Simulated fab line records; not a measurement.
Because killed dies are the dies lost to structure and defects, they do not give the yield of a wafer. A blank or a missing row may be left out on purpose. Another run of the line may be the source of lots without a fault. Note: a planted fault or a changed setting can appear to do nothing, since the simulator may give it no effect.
fab line records	flow berkeleyCmos170
record: lots: 14	wafers: 42	lastDay: 12
route steps=331 shown CONTACT@235 V1@256 M2@286 V2@292
lots with no fault: from the same line, run without faults
startH: hours from the record's opening day to when the first of the lot's shown wafers began	waitH: hours since the lot's step before	" the same as in the row above	L1.1+2: several wafers, shown together as one row	- no value, or no start given	* or withheld: withheld	< > ~ a bound
route shown NAME@n: NAME is a module with steps in the file, n the number in the route of the first one	usual: mean/standard deviation of fault-free wafers	same: alike in all rows	chamber/n: place in a boat	sites: each site's reading	_std_site: standard deviation across them	_edge_site: inner sites' mean taken away from outer sites' mean	radiusMm: how far each site lies from the wafer's centre	mask NAME#n: copy n	behind: the most recent tool/chamber to have shaped the wafer	hold: cause of the lot's hold/its duration in hours/its outcome	device: the transistor (n, p or np) that didn't switch	end of line: tests of these same wafers at the route's end	a step with no rows: only its recipe	killed: dies that structure and defects cost at the first sort, which is not the same as the wafer's yield	map: dies across one wafer; x = killed, . = not, _ = none there
set.NAME: the setting that was run; set.NAME@STEP: the one run at that earlier step	model.NAME: the simulator's own value behind a step, which no gauge read
one table for each step of the route and one row for each wafer, over a sample of lots
services: when a tool's chamber went out of use (startH, in hours from the record's first day, below 0 if earlier), for how many hours, and the reason
== steps ==
step: UCB170_CONTACT_STRIP_19
recipe: chemistry: O2	powerW: 400	pressureMtorr: 3500	platenTempC: withheld	o2FlowSccm: 400	overashFraction: 0.5
usual: chamberPressureMTorr: 3500/3.4	drypumpMotorCurrentA: 5.8/0.55	oesProductAu: 0.725/0.0045
lot.wafer	tool	chamber	startH	waitH	chamberPressureMTorr	drypumpMotorCurrentA	oesProductAu	rfHoursCounterH
L706.2	plasmaAsher-03	0	133.68	-	3497	5.2	0.719	42
L706.4	"	1	"	"	3496	6.7	0.722	-
L706.6	"	1	"	"	3498	6.7	0.731	-
L707.3	plasmaAsher-03	1	136.99	-	3499	6.7	0.733	-
L707.4	"	0	"	"	3503	5.1	0.724	-
L707.5	"	1	"	"	3504	6.7	0.724	-
L709.1	plasmaAsher-02	0	156.05	-	3498	6.0	0.721	35
L709.2	"	1	"	"	3493	5.6	0.724	35
L709.4	"	1	"	"	3505	5.6	0.724	-
L710.1	plasmaAsher-03	1	157.11	-	3500	6.7	0.724	45
L710.2	"	0	"	"	3504	5.2	0.725	45
L710.3	"	1	"	"	3494	6.7	0.720	-
L708.1	plasmaAsher-02	0	157.38	-	3497	6.0	0.727	36
L708.3	"	0	"	"	3497	6.0	0.726	-
L708.5	"	0	"	"	3505	6.0	0.725	-
L713.1	plasmaAsher-02	1	162.23	-	3511	5.5	0.722	36
L713.5	"	1	"	"	3501	5.6	0.723	-
L713.6	"	0	"	"	3502	6.0	0.731	-
L716.1	plasmaAsher-01	0	187.48	-	3498	5.5	0.725	53
L716.4	"	1	"	"	3502	5.2	0.730	-
L716.5	"	1	"	"	3504	5.2	0.723	-
L718.2	plasmaAsher-02	1	201.49	-	3504	5.6	0.726	40
L718.4	"	0	"	"	3501	6.0	0.726	-
L718.6	"	0	"	"	3508	6.0	0.721	-
L720.3	plasmaAsher-03	0	209.19	-	3503	5.1	0.722	-
L720.4	"	1	"	"	3501	6.7	0.733	-
L720.6	"	0	"	"	3501	5.2	0.721	-
L721.2	plasmaAsher-03	1	211.08	-	3497	6.7	0.727	51
L721.3	"	1	"	"	3498	6.7	0.734	-
L721.4	"	0	"	"	3498	5.1	0.720	-
L722.2	plasmaAsher-01	1	218.78	-	3501	5.2	0.726	56
L722.4	"	1	"	"	3502	5.2	0.725	-
L722.5	"	0	"	"	3503	5.5	0.720	-
L727.1	plasmaAsher-03	0	240.98	-	3498	5.1	0.729	54
L727.5	"	1	"	"	3498	6.7	0.722	-
L727.6	"	0	"	"	3499	5.1	0.728	-
L728.1	plasmaAsher-02	1	256.70	-	3501	5.6	0.726	46
L728.3	"	0	"	"	3496	6.0	0.728	-
L728.5	"	1	"	"	3497	5.5	0.736	-
L729.1	plasmaAsher-01	0	257.09	-	3493	5.5	0.732	61
L729.2	"	1	"	"	3503	5.2	0.721	61
L729.4	"	1	"	"	3502	5.3	0.719	-
step: UCB170_V1_CMP_02
recipe: material: SiO2	downForcePsi: 6	platenRpm: 60	padVelocityMS: 0.75398
usual: motorCurrentA: 15.1/1.8
lot.wafer	tool	chamber	startH	waitH	motorCurrentA
L706.2	cmp-01	1	139.21	0.3	12.5
L706.4	"	0	"	"	16.7
L706.6	"	2	"	"	12.1
L707.4	cmp-01	0	141.72	0.1	16.7
L707.3	"	1	"	"	12.3
L707.5	"	3	"	"	17.3
L710.3	cmp-01	2	163.54	0.0	12.3
L710.1	"	0	"	"	16.4
L710.2	"	1	"	"	12.3
L709.1	cmp-01	0	163.84	0.3	16.6
L709.2	"	1	"	"	12.7
L709.4	"	3	"	"	17.2
L708.1	cmp-01	2	164.19	0.6	12.8
L708.3	"	3	"	"	17.7
L708.5	"	1	"	"	11.8
L713.1	cmp-02	3	168.82	0.1	16.2
L713.6	"	1	"	"	14.5
L713.5	"	2	"	"	15.9
L716.1	cmp-01	1	195.27	0.1	12.7
L716.4	"	2	"	"	13.0
L716.5	"	1	"	"	12.1
L718.2	cmp-02	1	209.87	0.1	14.7
L718.4	"	3	"	"	15.4
L718.6	"	1	"	"	14.2
L721.2	cmp-01	1	217.17	0.1	12.6
L721.3	"	2	"	"	12.5
L721.4	"	3	"	"	17.3
L720.4	cmp-02	1	217.22	0.1	13.5
L720.3	"	2	"	"	15.6
L720.6	"	3	"	"	15.5
L722.4	cmp-02	2	225.02	0.1	15.6
L722.2	"	0	"	"	16.5
L722.5	"	1	"	"	15.1
L727.1	cmp-02	2	246.09	0.1	15.3
L727.5	"	0	"	"	16.2
L727.6	"	1	"	"	15.2
L729.2	cmp-01	0	263.90	0.0	16.4
L729.1	"	2	"	"	13.7
L729.4	"	3	"	"	17.6
L728.1	cmp-02	0	263.93	0.1	16.4
L728.3	"	2	"	"	15.6
L728.5	"	0	"	"	16.0
step: UCB170_M2_CD_MEAS_15
recipe: targetCdNm: 700
usual: cdNm: 699.4/1.3
lot.wafer	tool	chamber	startH	waitH	cdNm
L706.2	cdSem-01	-	145.02	-	699.2
L706.4	"	-	"	"	701.3
L706.6	"	-	"	"	698.9
L707.3	cdSem-02	-	148.00	-	699.1
L707.4	"	-	"	"	698.2
L707.5	"	-	"	"	698.1
L710.1	cdSem-01	-	169.02	-	699.6
L710.2	"	-	"	"	699.6
L710.3	"	-	"	"	699.6
L709.1	cdSem-02	-	169.48	-	698.9
L709.2	"	-	"	"	699.0
L709.4	"	-	"	"	697.3
L708.1	cdSem-02	-	169.60	-	699.5
L708.3	"	-	"	"	701.0
L708.5	"	-	"	"	700.1
L713.1	cdSem-01	-	174.47	-	700.1
L713.5	"	-	"	"	700.9
L713.6	"	-	"	"	701.0
L716.1	cdSem-02	-	199.57	-	700.8
L716.4	"	-	"	"	699.2
L716.5	"	-	"	"	699.6
L718.2	cdSem-02	-	213.95	-	699.4
L718.4	"	-	"	"	698.1
L718.6	"	-	"	"	698.5
L720.3	cdSem-02	-	224.44	-	698.8
L720.4	"	-	"	"	697.1
L720.6	"	-	"	"	698.5
L721.2	cdSem-02	-	225.23	-	698.5
L721.3	"	-	"	"	697.4
L721.4	"	-	"	"	697.1
L722.2	cdSem-01	-	229.20	-	698.1
L722.4	"	-	"	"	699.2
L722.5	"	-	"	"	698.8
L727.1	cdSem-02	-	252.15	-	698.2
L727.5	"	-	"	"	698.8
L727.6	"	-	"	"	698.0
L729.1	cdSem-01	-	269.99	-	700.1
L729.2	"	-	"	"	699.0
L729.4	"	-	"	"	698.8
L728.1	cdSem-02	-	270.26	-	698.7
L728.3	"	-	"	"	699.7
L728.5	"	-	"	"	698.5
step: UCB170_V2_CVD_00
recipe: material: SiO2	targetThkNm: 2000	tempC: 390	precursor: TEOS/O2	timeS: 250	rfW: 550	pressureMtorr: 9000
usual: heaterPowerW: 254/51
lot.wafer	tool	chamber	startH	waitH	heaterPowerW
L706.2	pecvd-02	2	145.68	0.1	231
L706.4	"	0	"	"	323
L706.6	"	1	"	"	181
L707.3	pecvd-01	1	148.57	0.1	340
L707.4	"	0	"	"	332
L707.5	"	2	"	"	209
L710.1	pecvd-02	1	169.63	0.1	250
L710.2	"	0	"	"	300
L710.3	"	2	"	"	176
L709.1	pecvd-01	2	170.09	0.1	271
L709.2	"	1	"	"	343
L709.4	"	1	"	"	272
L708.1	pecvd-03	0	170.21	0.1	237
L708.3	"	2	"	"	230
L708.5	"	1	"	"	233
L713.1	pecvd-01	0	175.07	0.1	246
L713.5	"	1	"	"	266
L713.6	"	2	"	"	206
L716.1	pecvd-01	0	200.18	0.1	318
L716.4	"	0	"	"	231
L716.5	"	1	"	"	263
L718.2	pecvd-03	0	214.64	0.1	251
L718.4	"	1	"	"	220
L718.6	"	0	"	"	300
L720.3	pecvd-03	0	225.01	0.1	298
L720.4	"	1	"	"	231
L720.6	"	2	"	"	153
L721.2	pecvd-02	1	225.82	0.1	269
L721.3	"	0	"	"	280
L721.4	"	2	"	"	256
L722.2	pecvd-03	2	229.79	0.1	224
L722.4	"	2	"	"	155
L722.5	"	0	"	"	219
L727.1	pecvd-02	0	252.76	0.1	294
L727.5	"	2	"	"	249
L727.6	"	0	"	"	232
L729.1	pecvd-01	0	270.60	0.1	253
L729.2	"	1	"	"	263
L729.4	"	2	"	"	213
L728.1	pecvd-02	1	270.87	0.1	250
L728.3	"	0	"	"	287
L728.5	"	1	"	"	186
step: UCB170_V2_THK_MEAS_01
recipe: reads: SiO2_of_V2_CVD_00
usual: V2_TEOS_THK: 1994/24
lot.wafer	tool	chamber	startH	waitH	V2_TEOS_THK[nm]
L706.2	filmMetro-04	-	145.85	0.1	1975
L706.4	"	-	"	"	2027
L706.6	"	-	"	"	1981
L707.3	filmMetro-04	-	148.74	0.1	1976
L707.4	"	-	"	"	2006
L707.5	"	-	"	"	1989
L710.1	filmMetro-04	-	169.78	0.1	1968
L710.2	"	-	"	"	2006
L710.3	"	-	"	"	1987
L709.1	filmMetro-01	-	170.24	0.1	1981
L709.2	"	-	"	"	1977
L709.4	"	-	"	"	2024
L708.1	filmMetro-01	-	170.36	0.1	1990
L708.3	"	-	"	"	1953
L708.5	"	-	"	"	1986
L713.1	filmMetro-01	-	175.23	0.1	969
L713.5	"	-	"	"	970
L713.6	"	-	"	"	989
L716.1	filmMetro-01	-	200.33	0.1	929
L716.4	"	-	"	"	959
L716.5	"	-	"	"	911
L718.2	filmMetro-02	-	214.80	0.1	2018
L718.4	"	-	"	"	1992
L718.6	"	-	"	"	2038
L720.3	filmMetro-02	-	225.18	0.1	1989
L720.4	"	-	"	"	2015
L720.6	"	-	"	"	2025
L721.2	filmMetro-02	-	225.98	0.1	1976
L721.3	"	-	"	"	1996
L721.4	"	-	"	"	2009
L722.2	filmMetro-02	-	229.95	0.1	1974
L722.4	"	-	"	"	2010
L722.5	"	-	"	"	2028
L727.1	filmMetro-04	-	252.92	0.1	1987
L727.5	"	-	"	"	1985
L727.6	"	-	"	"	1999
L729.1	filmMetro-02	-	270.75	0.1	1973
L729.2	"	-	"	"	1980
L729.4	"	-	"	"	2025
L728.1	filmMetro-01	-	271.02	0.1	1980
L728.3	"	-	"	"	2016
L728.5	"	-	"	"	2014
== services ==
tool	chamber	startH	hours	kind
cmp-01	-	113.31	4.1	pm
cmp-01	-	117.65	1.9	repair
pecvd-01	1	119.54	4.7	repair
pecvd-03	0	120.46	8.4	repair
cmp-01	-	124.46	0.7	repair
plasmaAsher-02	-	128.38	2.2	repair
plasmaAsher-02	-	134.88	3.7	repair
cmp-02	-	136.28	6.5	repair
pecvd-02	0	155.31	4.6	repair
cmp-02	-	161.00	3.6	repair
pecvd-01	2	162.26	6.2	repair
cmp-02	-	176.20	0.2	repair
pecvd-01	-	194.02	1.2	repair
pecvd-03	-	205.48	2.8	pm
pecvd-01	-	211.59	6.0	pm
pecvd-02	2	228.80	6.7	repair
cmp-01	-	232.00	4.0	pm
cmp-01	-	234.77	2.5	repair
cmp-01	-	236.00	-	consumableReplace:conditioner
cmp-01	-	236.00	-	consumableReplace:pad
pecvd-02	-	236.06	2.8	pm
pecvd-03	-	242.50	14.0	pm
pecvd-03	-	256.50	4.3	pm
pecvd-02	-	258.80	1.8	repair
== key ==
firstSign: step: UCB170_V2_THK_MEAS_01	reading: V2_TEOS_THK	direction: down	sigmas: 43	usual: 1994	struck: 955
effect none on later readings
metAt UCB170_V2_CVD_00
struckLots L713,L716
sortLeftOut L713.1,L713.5,L713.6,L716.1,L716.4,L716.5
notActingAt UCB170_CONTACT_STRIP_19,UCB170_V1_CMP_02,UCB170_M2_CD_MEAS_15
onsetBetween 170.09 175.07
fault: kind: processParameterDrift	tool: pecvd-01	chamber: -	onsetH: 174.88	steps: UCB170_V2_CVD_00	channel: targetThkNm	offset: -1052.2	shape: step	endH: 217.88	actsIn: theseRecipesOnly	stated: 2000
sortLeftOut: the simulated sort isn't trusted on such a fault, so these wafers' sort isn't shown, and their yield isn't known
